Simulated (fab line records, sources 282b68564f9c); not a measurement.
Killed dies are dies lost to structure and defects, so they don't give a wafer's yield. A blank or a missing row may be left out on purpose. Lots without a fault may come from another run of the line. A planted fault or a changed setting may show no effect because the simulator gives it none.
One fault seen from 2 desks | flow rit_cmos | each desk has only its own numbers; what lay behind them comes last

THE TOOL OWNER'S DESK: implanter-03
The tool's own readings at RIT_NRETRO_IMPLANT_08: means of the sampled wafers that have a number, for each lot that ran on this tool. A lot is out of limits, marked OUT, if its mean lies more than 4 standard deviations from the usual mean; the brackets give that distance.
Columns: A = beam_energy_keV at RIT_NRETRO_IMPLANT_08, usual 70.004; B = dose_ions_cm2 at RIT_NRETRO_IMPLANT_08, usual 1.0002e+13; C = faraday_current_uA at RIT_NRETRO_IMPLANT_08, usual 31.8
lot  | first seen here | A      | B                            | C
L147 | day 2 11:50     | 70.008 | 1.0011e+13                   | 31.5
L151 | day 3 10:25     | 70.011 | 1.0002e+13                   | 31.6
L152 | day 3 15:26     | 70.000 | 1.0011e+13                   | 31.7
L159 | day 5 02:35     | 70.012 | 1.6957e+13 (+99 or more) OUT | 54.6 (+35) OUT
L160 | day 5 07:55     | 69.987 | 1.6955e+13 (+99 or more) OUT | 53.2 (+33) OUT
This desk's finding: out of limits on L159, L160; first on L159, day 5 02:35 (dose_ions_cm2 at RIT_NRETRO_IMPLANT_08). In limits: L147, L151, L152.

THE METROLOGY DESK
What the gauges read, lot by lot, whatever tool the lot ran on: means of the sampled wafers that have a number. A lot is out of limits, marked OUT, if its mean lies more than 4 standard deviations from the usual mean; the brackets give that distance.
Columns: A = NRETRO_TW at RIT_NRETRO_TW_MEAS_10, usual 1052
lot  | first seen here | A
L146 | day 2 08:44     | 1046
L147 | day 2 12:08     | 1049
L149 | day 2 22:44     | 1047
L151 | day 3 10:42     | 1045
L152 | day 3 15:45     | 1043
L158 | day 4 22:01     | 1050
L159 | day 5 02:55     | 1254 (+25) OUT
L160 | day 5 08:13     | 1254 (+25) OUT
L161 | day 5 12:00     | 1066
L165 | day 6 06:13     | 1056
L166 | day 6 16:45     | 1062
L167 | day 6 17:29     | 1056
L168 | day 6 21:59     | 1049
L169 | day 7 04:33     | 1064
This desk's finding: out of limits on L159, L160; first on L159, day 5 02:55 (NRETRO_TW at RIT_NRETRO_TW_MEAS_10). In limits: L146, L147, L149, L151, L152, L158, L161, L165, L166, L167, L168, L169.

PUT TOGETHER
The tool owner's desk could have raised an alarm at day 5 02:35, on L159, L160.
The metrology desk could have raised an alarm at day 5 02:55, on L159, L160.
Of the lots named, all ran RIT_NRETRO_IMPLANT_08 on implanter-03.

WHAT THE SIMULATOR HAD PUT IN
Process parameter drift: implanter-03, from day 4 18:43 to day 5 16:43, at RIT_NRETRO_IMPLANT_08. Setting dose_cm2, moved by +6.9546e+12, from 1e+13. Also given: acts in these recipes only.
Lots struck among those shown: L159, L160.
Hours from the fault's start to each desk's first reading out of limits: the tool owner's desk, 8; the metrology desk, 8.
